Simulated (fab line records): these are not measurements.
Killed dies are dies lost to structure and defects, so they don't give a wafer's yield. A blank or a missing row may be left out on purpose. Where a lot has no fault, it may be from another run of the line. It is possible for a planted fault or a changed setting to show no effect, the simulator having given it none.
A struck lot beside a sound one + flow berkeleyCmos170 + 17 out of 331 route steps
Sound: wafers L297.1, L297.2, L297.6. The struck wafers were L311.1, L311.2, L311.6. The cause is given at the end.
At each step with rows: each side's tool, then ch and its chambers, then its first start. Under that, the readings that differ: sound wafers + struck wafers + difference of the means + sigmas: that difference in standard deviations of wafers without a fault.
alike: words and numbers the same on both sides, and readings whose means are apart by under 2 such deviations; not compared: readings that were withheld, readings missing a value for some wafer, numbers with overlapping values and no deviation given by the record, and bounds like >300 which may hide the same value.
The two part at a step that has a row with sigmas, a row that says differs or no value, or rows on one side only. Numbers that have no deviation but don't overlap get no sigmas and don't part them. A reading missing from all wafers of one side parts the sides only when that side holds two or more wafers.

first, 2 steps without rows for these wafers: UCB170_V1_PEB_10; UCB170_V1_DEVELOP_11 (develop time 45 s).
UCB170_V1_CD_MEAS_12 targets a cd of 700 nm.
  sound on cdSem-01, day 9 08:24; struck on cdSem-01, day 13 04:09
  alike: cdNm
UCB170_V1_OVL_MEAS_13:
  sound on overlay-02, day 9 08:31; struck on overlay-01, day 13 04:16
  alike: V1_OVL
UCB170_V1_ETCH_14: etches SiO2 in CHF3/CF4/Ar, stops on Al, target depth 1250 nm, time 291 s.
  sound on rieDiel-03 ch 0,1,2, day 9 08:33; struck on rieDiel-02 ch 1,3, day 13 04:18
  alike: drypumpMotorCurrentA, oesProductAu, throttleValvePct
  not compared: rfHoursCounterH
UCB170_V1_STRIP_15: strips in O2.
  sound on plasmaAsher-02 ch 0,1, day 9 08:44; struck on plasmaAsher-03 ch 0,1, day 13 04:29
  alike: drypumpMotorCurrentA, oesProductAu, stripTimeToEndpointS
  not compared: rfHoursCounterH
UCB170_V1_CD_MEAS_90 targets a cd of 700 nm.
  sound on cdSem-01, day 9 08:50; struck on cdSem-01, day 13 04:35
  alike: cdNm
then, 1 step without rows for these wafers: UCB170_M2_PRE_CLEAN_00 (preclean etch time 60 s).
UCB170_M2_SPUTTER_01: material Al, target thk 900 nm, time 120 s.
  sound on pvdSputter-03, day 9 09:01; struck on pvdSputter-01, day 13 04:46
  alike: throttleValvePct
UCB170_M2_RS_MEAS_02: uses a four-point probe to measure.
  sound on filmMetro-03, day 9 09:06; struck on filmMetro-03, day 13 04:51
  alike: M2_AL_RS
UCB170_M2_THK_MEAS_03: measures by xrf.
  sound on filmMetro-03, day 9 09:13; struck on filmMetro-03, day 13 04:58
  alike: M2_AL_THK
then, 1 step without rows for these wafers: UCB170_M2_HMDS_04 (prime time 60 s).
UCB170_M2_COAT_05: resist thk 900 nm.
  sound on lithoTrack-03 ch 0, day 9 09:37; struck on lithoTrack-03 ch 0, day 13 05:16
| reading                            | sound             | struck          | difference | sigmas |
|------------------------------------|-------------------|-----------------|------------|--------|
| model.KrF_of_M2_COAT_05.thkNm (nm) | 894.2 893.8 893.3 | 825.5 824.7 828 | -67.7      |        |
  alike: dispensePressureKPa
then, 1 step without rows for these wafers: UCB170_M2_SOFTBAKE_06 (time 60 s).
UCB170_M2_STRIP_07: strips in O2.
  sound on plasmaAsher-03 ch 0,1, day 9 09:55; struck on plasmaAsher-04 ch 0,1, day 13 05:34
| reading                  | sound             | struck            | difference | sigmas |
|--------------------------|-------------------|-------------------|------------|--------|
| stripTimeToEndpointS (s) | 21.82 21.82 21.80 | 20.19 20.17 20.24 | -1.61      | -26    |
  alike: drypumpMotorCurrentA, oesProductAu
  not compared: rfHoursCounterH
then, 2 steps without rows for these wafers: UCB170_M2_STRIP_08 (strips KrF in DMSO, time 600 s); UCB170_M3_PROBE_99.

WHERE THEY PART
Only at UCB170_M2_STRIP_07, within this record.

WHY: the cause the simulator had injected
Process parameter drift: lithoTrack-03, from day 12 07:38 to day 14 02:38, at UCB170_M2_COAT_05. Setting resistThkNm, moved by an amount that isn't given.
